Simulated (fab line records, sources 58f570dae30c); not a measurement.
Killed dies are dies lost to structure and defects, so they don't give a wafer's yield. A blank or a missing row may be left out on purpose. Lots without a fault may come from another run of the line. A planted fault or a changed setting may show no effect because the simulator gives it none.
Split-lot experiment | flow berkeley_cmos170 | 5 lots, 23 wafers read, on a route of 331 steps

THE SPLIT
At UCB170_PWELL_CVD_05 (deposits Si3N4 from SiH2Cl2/NH3, target thk 220 nm, time 3300 s), the setting pressure_mtorr was moved away from the recipe's 200 mTorr on 15 of the 23 wafers read, by -14.1% to +4.5%. The other wafers ran this setting at the recipe's value.

The reading is taken at the split's own step.

THE READING
Si3N4_of_PWELL_CVD_05.thk_nm (the simulator's own value, which no gauge read), in nm, at UCB170_PWELL_CVD_05 (deposits Si3N4 from SiH2Cl2/NH3, target thk 220 nm, time 3300 s). The file gives no usual value for it. The 8 wafers here that ran the recipe average 222.1 nm, standard deviation 1.5 nm.

wafer  | tool, chamber at the split | pressure_mtorr as run, mTorr | against the recipe | Si3N4_of_PWELL_CVD_05.thk_nm, nm | against lot-mates on the recipe
L075.1 | -, -                       | 209.1                        | +4.5%              | 224.2                            | no lot-mate on the recipe
L075.5 | -, -                       | 209.1                        | +4.5%              | 224.2                            | no lot-mate on the recipe
L075.3 | -, -                       | 209.1                        | +4.5%              | 223.1                            | no lot-mate on the recipe
L075.4 | -, -                       | 209.1                        | +4.5%              | 224.9                            | no lot-mate on the recipe
L075.6 | -, -                       | 209.1                        | +4.5%              | 225.9                            | no lot-mate on the recipe
L078.2 | -, -                       | 171.8                        | -14.1%             | 214.3                            | no lot-mate on the recipe
L078.4 | -, -                       | 171.8                        | -14.1%             | 214.3                            | no lot-mate on the recipe
L078.3 | -, -                       | 171.8                        | -14.1%             | 215.1                            | no lot-mate on the recipe
L078.5 | -, -                       | 171.8                        | -14.1%             | 215.2                            | no lot-mate on the recipe
L078.6 | -, -                       | 171.8                        | -14.1%             | 214.1                            | no lot-mate on the recipe
L079.1 | -, -                       | 200                          | recipe             | 223.2                            | -
L079.2 | -, -                       | 200                          | recipe             | 221.3                            | -
L079.3 | -, -                       | 200                          | recipe             | 222.2                            | -
L079.4 | -, -                       | 200                          | recipe             | 224.2                            | -
L079.6 | -, -                       | 200                          | recipe             | 223.5                            | -
L081.1 | -, -                       | 175.5                        | -12.3%             | 211.3                            | no lot-mate on the recipe
L081.3 | -, -                       | 175.5                        | -12.3%             | 210.6                            | no lot-mate on the recipe
L081.4 | -, -                       | 175.5                        | -12.3%             | 211.2                            | no lot-mate on the recipe
L081.5 | -, -                       | 175.5                        | -12.3%             | 212.7                            | no lot-mate on the recipe
L081.6 | -, -                       | 175.5                        | -12.3%             | 211.7                            | no lot-mate on the recipe
L084.1 | lpcvd-02, 1                | 200                          | recipe             | 222.1                            | -
L084.2 | lpcvd-02, 1                | 200                          | recipe             | 219.4                            | -
L084.5 | lpcvd-02, 1                | 200                          | recipe             | 220.6                            | -

THE FIT
A straight line over all 23 wafers: Si3N4_of_PWELL_CVD_05.thk_nm changes by +0.644 nm for each +1% of pressure_mtorr; r = +0.94; the points scatter about the line by 1.9 nm.
Too few moved wafers have a lot-mate on the recipe to fit a line with each lot's own level taken away.

THE FILE'S OWN FIT
Si3N4_of_PWELL_CVD_05.thk_nm changes by +0.643 nm for each +1% of pressure_mtorr, r = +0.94.
